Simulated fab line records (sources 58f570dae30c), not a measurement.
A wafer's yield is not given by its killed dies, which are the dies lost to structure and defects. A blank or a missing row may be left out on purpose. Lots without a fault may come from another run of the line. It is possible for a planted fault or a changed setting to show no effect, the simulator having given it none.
fab line records -- flow berkeley_cmos170 -- part 2 of 2: steps 30 to 40 of 40
record lots=5, wafers=15, last_day=12
route steps=331 shown PWELL@34 WELLDRIVE@55 ACTIVE@60
lots that met no fault: from a run of the same line without faults
start_h: start of the lot's first displayed wafer, in hours after the record's first day -- wait_h: time in hours since the lot's previous step -- " identical to the entry in the row above -- L1.1+2: a single row standing in for several wafers -- - value missing, or start not given -- * or withheld: withheld -- < > ~ a bound
route shown NAME@n: names a module that has steps shown in the file, with the first one's number in the route -- usual: mean and standard deviation over wafers with no fault -- same: alike in all rows -- chamber/n: place in a boat -- sites: readings site by site -- _std_site: how widely they spread, as a standard deviation -- _edge_site: mean of outer sites minus mean of inner sites -- radius_mm: for every site, how far away it sits from the centre of the wafer -- mask NAME#n: copy n -- behind: the tool/chamber that last shaped the wafer -- hold: reason for holding the lot/hours on hold/outcome of the hold -- device: whichever transistor did not switch (one of n, p or np) -- end of line: tests run on the same wafers once the route is complete -- for a step that has no rows: nothing shown but its recipe -- killed: dies that structure and defects cost at the first sort, which is not the same as the wafer's yield -- map: shows each die of a wafer: x if killed, . if not, _ if none is there
set.NAME: setting as actually run; set.NAME@STEP: the setting as run at that earlier step -- model.NAME: the simulator's own value behind a step, which no gauge read
certain route steps with their lots: each step a table, each wafer a row
services: the hour from which a tool's chamber was out of use, counted from the record's first day as start_h (under 0 if before that day), plus the number of hours and why
## steps
# step UCB170_ACTIVE_THK_MEAS_03
# recipe reads=SiO2_of_ACTIVE_OXIDATION_02
# usual ACTIVE_OXIDE_THK=26.0/0.53
lot.wafer,tool,chamber,start_h,wait_h,ACTIVE_OXIDE_THK[nm]
L079.3,film_metro-04,-,118.17,0.1,26.5
L079.4,film_metro-04,-,118.17,0.1,26.4
L079.5,film_metro-04,-,118.17,0.1,26.7
L084.2,film_metro-02,-,129.12,0.0,26.4
L084.4,film_metro-02,-,129.12,0.0,25.7
L084.6,film_metro-02,-,129.12,0.0,25.5
L089.1,film_metro-04,-,157.20,0.0,26.6
L089.2,film_metro-04,-,157.20,0.0,27.0
L089.4,film_metro-04,-,157.20,0.0,26.5
L090.3,film_metro-01,-,157.25,0.1,25.6
L090.4,film_metro-01,-,157.25,0.1,26.0
L090.6,film_metro-01,-,157.25,0.1,25.3
L096.3,film_metro-01,-,184.43,0.0,27.3
L096.5,film_metro-01,-,184.43,0.0,26.7
L096.6,film_metro-01,-,184.43,0.0,26.8
# step UCB170_ACTIVE_ANNEAL_04
# recipe temp_c=1000, time_s=900, ambient=N2
lot.wafer,tool,chamber,start_h,wait_h
L079.3+4+5,furnace-01,0,121.84,3.7
L084.2+4+6,furnace-02,0,131.23,2.1
L089.1+2+4,furnace-01,0,159.04,1.8
L090.3+4+6,furnace-01,0,159.04,1.8
L096.3+5+6,furnace-04,0,188.32,3.9
# step UCB170_ACTIVE_CVD_05
# recipe material=Si3N4, target_thk_nm=220, temp_c=800, precursor=SiH2Cl2/NH3, time_s=3300, pressure_mtorr=200, sih2cl2_flow_sccm=25, nh3_flow_sccm=75
# usual pressure_mtorr=199.9/0.4
lot.wafer,tool,chamber,start_h,wait_h,pressure_mtorr
L079.3,lpcvd-02,0,123.09,0.0,199.6
L079.4,lpcvd-02,0,123.09,0.0,199.6
L079.5,lpcvd-02,0,123.09,0.0,200.3
L084.2,lpcvd-02,1,132.48,0.0,199.5
L084.4,lpcvd-02,1,132.48,0.0,199.5
L084.6,lpcvd-02,1,132.48,0.0,199.4
L089.1,lpcvd-01,0,161.05,0.8,199.9
L089.2,lpcvd-01,0,161.05,0.8,199.5
L089.4,lpcvd-01,0,161.05,0.8,199.9
L090.3,lpcvd-01,0,161.05,0.8,199.2
L090.4,lpcvd-01,0,161.05,0.8,199.7
L090.6,lpcvd-01,0,161.05,0.8,199.9
L096.3,lpcvd-02,0,189.91,0.3,199.8
L096.5,lpcvd-02,0,189.91,0.3,200.7
L096.6,lpcvd-02,0,189.91,0.3,200.0
# step UCB170_ACTIVE_THK_MEAS_06
# recipe reads=Si3N4_of_ACTIVE_CVD_05
# usual ACTIVE_NITRIDE_THK=219.3/2
lot.wafer,tool,chamber,start_h,wait_h,ACTIVE_NITRIDE_THK[nm]
L079.3,film_metro-01,-,125.14,0.1,220.7
L079.4,film_metro-01,-,125.14,0.1,219.5
L079.5,film_metro-01,-,125.14,0.1,221.5
L084.2,film_metro-01,-,134.41,0.0,217.5
L084.4,film_metro-01,-,134.41,0.0,218.9
L084.6,film_metro-01,-,134.41,0.0,220.5
L089.1,film_metro-02,-,162.97,0.0,216.2
L089.2,film_metro-02,-,162.97,0.0,214.8
L089.4,film_metro-02,-,162.97,0.0,217.3
L090.3,film_metro-01,-,162.99,0.0,219.4
L090.4,film_metro-01,-,162.99,0.0,220.0
L090.6,film_metro-01,-,162.99,0.0,219.4
L096.3,film_metro-02,-,191.85,0.0,218.4
L096.5,film_metro-02,-,191.85,0.0,215.8
L096.6,film_metro-02,-,191.85,0.0,219.0
# step UCB170_ACTIVE_HMDS_07
# recipe prime_time_s=60, prime_temp_c=100
# usual exhaust_pa=44.9/0.99
lot.wafer,tool,chamber,start_h,wait_h,exhaust_pa
L079.3,litho_track-04,0,125.90,0.8,44.5
L079.4,litho_track-04,0,125.90,0.8,45.3
L079.5,litho_track-04,0,125.90,0.8,44.8
L084.2,litho_track-04,0,134.58,0.2,44.1
L084.4,litho_track-04,0,134.58,0.2,43.9
L084.6,litho_track-04,0,134.58,0.2,44.1
L089.1,litho_track-03,0,164.03,1.1,44.8
L089.2,litho_track-03,0,164.03,1.1,45.5
L089.4,litho_track-03,0,164.03,1.1,44.4
L090.3,litho_track-01,0,164.53,1.5,45.0
L090.4,litho_track-01,0,164.53,1.5,44.7
L090.6,litho_track-01,0,164.53,1.5,45.0
L096.3,litho_track-03,0,193.19,1.3,44.4
L096.5,litho_track-03,0,193.19,1.3,44.8
L096.6,litho_track-03,0,193.19,1.3,44.0
# step UCB170_ACTIVE_COAT_08
# recipe resist=KrF, spin_rpm=1500, resist_thk_nm=900
# usual dispense_pressure_kPa=47.7/1, exhaust_pa=45.0/0.92
lot.wafer,tool,chamber,start_h,wait_h,dispense_pressure_kPa,exhaust_pa
L079.3,litho_track-04,0,126.05,0.1,48.8,44.2
L079.4,litho_track-04,0,126.05,0.1,48.8,43.6
L079.5,litho_track-04,0,126.05,0.1,48.7,43.9
L084.2,litho_track-04,0,134.73,0.1,48.7,45.4
L084.4,litho_track-04,0,134.73,0.1,48.8,44.0
L084.6,litho_track-04,0,134.73,0.1,48.8,44.4
L089.1,litho_track-03,0,164.18,0.1,46.2,44.9
L089.2,litho_track-03,0,164.18,0.1,46.2,47.7
L089.4,litho_track-03,0,164.18,0.1,46.2,46.0
L090.3,litho_track-01,0,164.68,0.1,47.7,45.5
L090.4,litho_track-01,0,164.68,0.1,47.7,45.5
L090.6,litho_track-01,0,164.68,0.1,47.7,45.8
L096.3,litho_track-03,0,193.34,0.1,46.2,46.3
L096.5,litho_track-03,0,193.34,0.1,46.2,45.5
L096.6,litho_track-03,0,193.34,0.1,46.2,44.3
# step UCB170_ACTIVE_SOFTBAKE_09
# recipe resist=KrF, temp_c=130, time_s=60
# usual exhaust_pa=45.0/0.88
lot.wafer,tool,chamber,start_h,wait_h,exhaust_pa
L079.3,litho_track-04,0,126.20,0.1,46.6
L079.4,litho_track-04,0,126.20,0.1,46.3
L079.5,litho_track-04,0,126.20,0.1,46.9
L084.2,litho_track-04,0,134.88,0.1,45.5
L084.4,litho_track-04,0,134.88,0.1,46.6
L084.6,litho_track-04,0,134.88,0.1,46.8
L089.1,litho_track-03,0,164.33,0.1,45.3
L089.2,litho_track-03,0,164.33,0.1,45.1
L089.4,litho_track-03,0,164.33,0.1,45.0
L090.3,litho_track-01,0,164.83,0.1,44.3
L090.4,litho_track-01,0,164.83,0.1,44.4
L090.6,litho_track-01,0,164.83,0.1,43.7
L096.3,litho_track-03,0,193.49,0.1,45.1
L096.5,litho_track-03,0,193.49,0.1,46.1
L096.6,litho_track-03,0,193.49,0.1,44.8
# step UCB170_ACTIVE_EXPOSE_10
# recipe mask_id=ACTIVE, target_cd_nm=1200, na=0.5, sigma_outer=0.6, source_shape=conventional, dose_mj=20
# usual exposure_dose_mJ_cm2=19.999/0.021
lot.wafer,tool,chamber,start_h,wait_h,mask,exposure_dose_mJ_cm2
L079.3,krf_scanner-02,0,126.76,0.5,ACTIVE#0,20.021
L079.4,krf_scanner-02,0,126.76,0.5,ACTIVE#0,20.016
L079.5,krf_scanner-02,0,126.76,0.5,ACTIVE#0,20.041
L084.2,krf_scanner-01,0,135.17,0.3,ACTIVE#0,19.997
L084.4,krf_scanner-01,0,135.17,0.3,ACTIVE#0,19.990
L084.6,krf_scanner-01,0,135.17,0.3,ACTIVE#0,19.999
L089.1,krf_scanner-02,0,164.61,0.2,ACTIVE#0,19.981
L089.2,krf_scanner-02,0,164.61,0.2,ACTIVE#0,20.028
L089.4,krf_scanner-02,0,164.61,0.2,ACTIVE#0,20.019
L090.3,krf_scanner-02,0,164.97,0.1,ACTIVE#0,19.990
L090.4,krf_scanner-02,0,164.97,0.1,ACTIVE#0,20.001
L090.6,krf_scanner-02,0,164.97,0.1,ACTIVE#0,19.969
L096.3,krf_scanner-01,0,193.83,0.3,ACTIVE#0,20.007
L096.5,krf_scanner-01,0,193.83,0.3,ACTIVE#0,20.007
L096.6,krf_scanner-01,0,193.83,0.3,ACTIVE#0,20.006
# step UCB170_ACTIVE_PEB_11
# recipe peb_temp_c=130, peb_time_s=withheld, resist=KrF
# usual exhaust_pa=45.0/0.94
lot.wafer,tool,chamber,start_h,wait_h,exhaust_pa
L079.3,litho_track-01,0,127.78,1.0,45.2
L079.4,litho_track-01,0,127.78,1.0,46.0
L079.5,litho_track-01,0,127.78,1.0,45.7
L084.2,litho_track-01,0,135.66,0.5,47.9
L084.4,litho_track-01,0,135.66,0.5,46.2
L084.6,litho_track-01,0,135.66,0.5,46.6
L089.1,litho_track-03,0,165.21,0.6,43.6
L089.2,litho_track-03,0,165.21,0.6,44.2
L089.4,litho_track-03,0,165.21,0.6,43.9
L090.3,litho_track-01,0,165.98,1.0,45.4
L090.4,litho_track-01,0,165.98,1.0,44.6
L090.6,litho_track-01,0,165.98,1.0,45.0
L096.3,litho_track-03,0,194.74,0.9,45.8
L096.5,litho_track-03,0,194.74,0.9,45.1
L096.6,litho_track-03,0,194.74,0.9,45.3
# step UCB170_ACTIVE_DEVELOP_12
# recipe developer=TMAH, develop_time_s=45, resist=KrF, dev_temp_c=21
# usual exhaust_pa=45.1/0.79
lot.wafer,tool,chamber,start_h,wait_h,exhaust_pa
L079.3,litho_track-01,0,-,-,43.6
L079.4,litho_track-01,0,-,-,44.2
L079.5,litho_track-01,0,-,-,44.6
L084.2,litho_track-01,0,-,-,45.4
L084.4,litho_track-01,0,-,-,46.8
L084.6,litho_track-01,0,-,-,45.3
L089.1,litho_track-03,0,-,-,44.6
L089.2,litho_track-03,0,-,-,45.0
L089.4,litho_track-03,0,-,-,44.6
L090.3,litho_track-01,0,-,-,46.4
L090.4,litho_track-01,0,-,-,45.1
L090.6,litho_track-01,0,-,-,45.9
L096.3,litho_track-03,0,-,-,46.3
L096.5,litho_track-03,0,-,-,44.0
L096.6,litho_track-03,0,-,-,46.3
# step UCB170_ACTIVE_CD_MEAS_13
# recipe target_cd_nm=1200
# usual cd_nm=1200.0/1.4
lot.wafer,tool,chamber,start_h,wait_h,cd_nm
L079.3,cd_sem-02,-,128.04,-,1202.4
L079.4,cd_sem-02,-,128.04,-,1201.0
L079.5,cd_sem-02,-,128.04,-,1200.6
L084.2,cd_sem-01,-,135.93,-,1201.0
L084.4,cd_sem-01,-,135.93,-,1199.4
L084.6,cd_sem-01,-,135.93,-,1201.3
L089.1,cd_sem-02,-,165.58,-,1199.2
L089.2,cd_sem-02,-,165.58,-,1198.5
L089.4,cd_sem-02,-,165.58,-,1198.9
L090.3,cd_sem-01,-,166.25,-,1200.9
L090.4,cd_sem-01,-,166.25,-,1199.9
L090.6,cd_sem-01,-,166.25,-,1200.0
L096.3,cd_sem-02,-,195.00,-,1201.8
L096.5,cd_sem-02,-,195.00,-,1201.5
L096.6,cd_sem-02,-,195.00,-,1200.7
## services
tool,chamber,start_h,hours,kind
furnace-01,-,61.71,3.2,pm
rie_diel-04,2,62.20,3.0,repair
krf_scanner-01,-,65.50,1.0,pm
plasma_asher-01,-,92.13,4.6,repair
furnace-01,-,103.18,4.6,pm
plasma_asher-01,-,108.75,9.0,pm
implanter-04,-,112.11,3.3,repair
rie_diel-03,0,113.68,22.1,repair
plasma_asher-01,-,122.89,0.4,repair
implanter-01,-,135.16,4.0,repair
krf_scanner-02,-,135.46,0.8,pm
krf_scanner-02,-,136.34,1.0,pm
krf_scanner-01,-,138.74,1.3,pm
krf_scanner-01,-,140.63,0.8,pm
furnace-04,-,147.90,4.0,pm
krf_scanner-01,-,148.08,1.0,repair
lpcvd-01,-,154.94,4.3,pm
rie_diel-03,3,158.50,6.4,repair
rie_diel-04,0,159.40,3.2,repair
krf_scanner-01,-,161.42,0.7,repair
krf_scanner-01,-,164.05,4.8,repair
rie_diel-01,-,177.25,1.1,repair
lpcvd-01,-,187.86,2.8,pm
plasma_asher-01,-,188.59,13.1,pm
